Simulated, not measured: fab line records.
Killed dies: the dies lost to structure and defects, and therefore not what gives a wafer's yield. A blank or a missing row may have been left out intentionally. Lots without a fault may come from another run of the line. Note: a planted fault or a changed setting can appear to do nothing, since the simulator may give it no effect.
Struck lot and sound lot, side by side || flow rit_cmos || 14 steps out of a route of 202
Sound: these wafers, L702.3, L702.4, L702.5. Struck: wafers L714.1, L714.3, L714.6. The cause comes at the end.
Order at every step that has rows: each side's tool, ch and its chambers, its first start. Under that, the readings that differ: sound wafers || struck wafers || difference of the means || sigmas: that difference in standard deviations of wafers without a fault.
alike: words and numbers the same on both sides, and readings whose means are apart by under 2 such deviations; not compared: readings that were withheld, readings missing a value for some wafer, numbers with overlapping values and no deviation given by the record, and bounds like >300 which may hide the same value.
A row with sigmas, a row that says differs or no value, or rows on one side alone: a step with any of these is where the two part. Numbers that have no deviation but don't overlap get no sigmas and don't part them. A reading missing from all wafers of one side parts the sides only when that side holds two or more wafers.

RIT_ACTIVE_BOW_MEAS_00:
  sound on film_metro-04, day 3 12:02; struck on film_metro-04, day 6 00:00
  alike: INCOMING_BOW
then, 1 step without rows for these wafers: RIT_ACTIVE_OXIDATION_01 (target thk 46.8 nm, ox time 3360 s).
RIT_ACTIVE_THK_MEAS_02:
  sound on film_metro-04, day 3 14:04; struck on film_metro-04, day 6 02:03
  alike: ACTIVE_OXIDE_THK
then, 1 step without rows for these wafers: RIT_ACTIVE_CVD_03 (deposits Si3N4 from SiH2Cl2/NH3, target thk 150 nm, time 1500 s).
RIT_ACTIVE_THK_MEAS_04:
  sound on film_metro-04, day 3 15:33; struck on film_metro-04, day 6 03:32
  alike: ACTIVE_NITRIDE_THK
then, 5 steps without rows for these wafers: RIT_ACTIVE_HMDS_05 (prime time 60 s); RIT_ACTIVE_COAT_06 (resist thk 1000 nm); RIT_ACTIVE_SOFTBAKE_07 (time 60 s); RIT_ACTIVE_EXPOSE_08 (exposes mask M1, target cd 1400 nm); RIT_ACTIVE_PEB_09.
RIT_ACTIVE_DEVELOP_10: develop time 50 s.
  sound on litho_track-02 ch 0, day 3 16:00; struck on litho_track-02 ch 0, day 6 04:00
{"reading": "developer_temp_C (C)", "sound": "23.10 23.15 23.14", "struck": "25.33 25.42 25.24", "difference": "+2.20", "sigmas": "+23"}
  alike: chill_plate_temp_C
RIT_ACTIVE_CD_MEAS_11: target cd 1400 nm.
  sound on cd_sem-01, day 3 16:36; struck on cd_sem-02, day 6 04:34
{"reading": "cd_nm (nm)", "sound": "1394.2 1397.5 1392.8", "struck": "1405.8 1406.1 1402.9", "difference": "+10.1", "sigmas": "+5"}
then, 1 step without rows for these wafers: RIT_ACTIVE_HARDBAKE_12 (time 60 s).
RIT_M1_PROBE_99:
  sound on prober-01, day 5 10:21; struck on prober-01, day 8 00:29
  alike: killed_at_contacts, killed_at_front_end, killed_dies, killed_on_rim, killed_open, killed_short

WHERE THEY PART
Last at RIT_ACTIVE_CD_MEAS_11 as far as this record goes, first at RIT_ACTIVE_DEVELOP_10. Later steps at which nothing parts them and some readings are alike: RIT_M1_PROBE_99.

WHY: whatever the simulator had introduced
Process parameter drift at RIT_ACTIVE_DEVELOP_10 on litho_track-02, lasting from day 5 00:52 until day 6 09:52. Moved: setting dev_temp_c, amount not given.
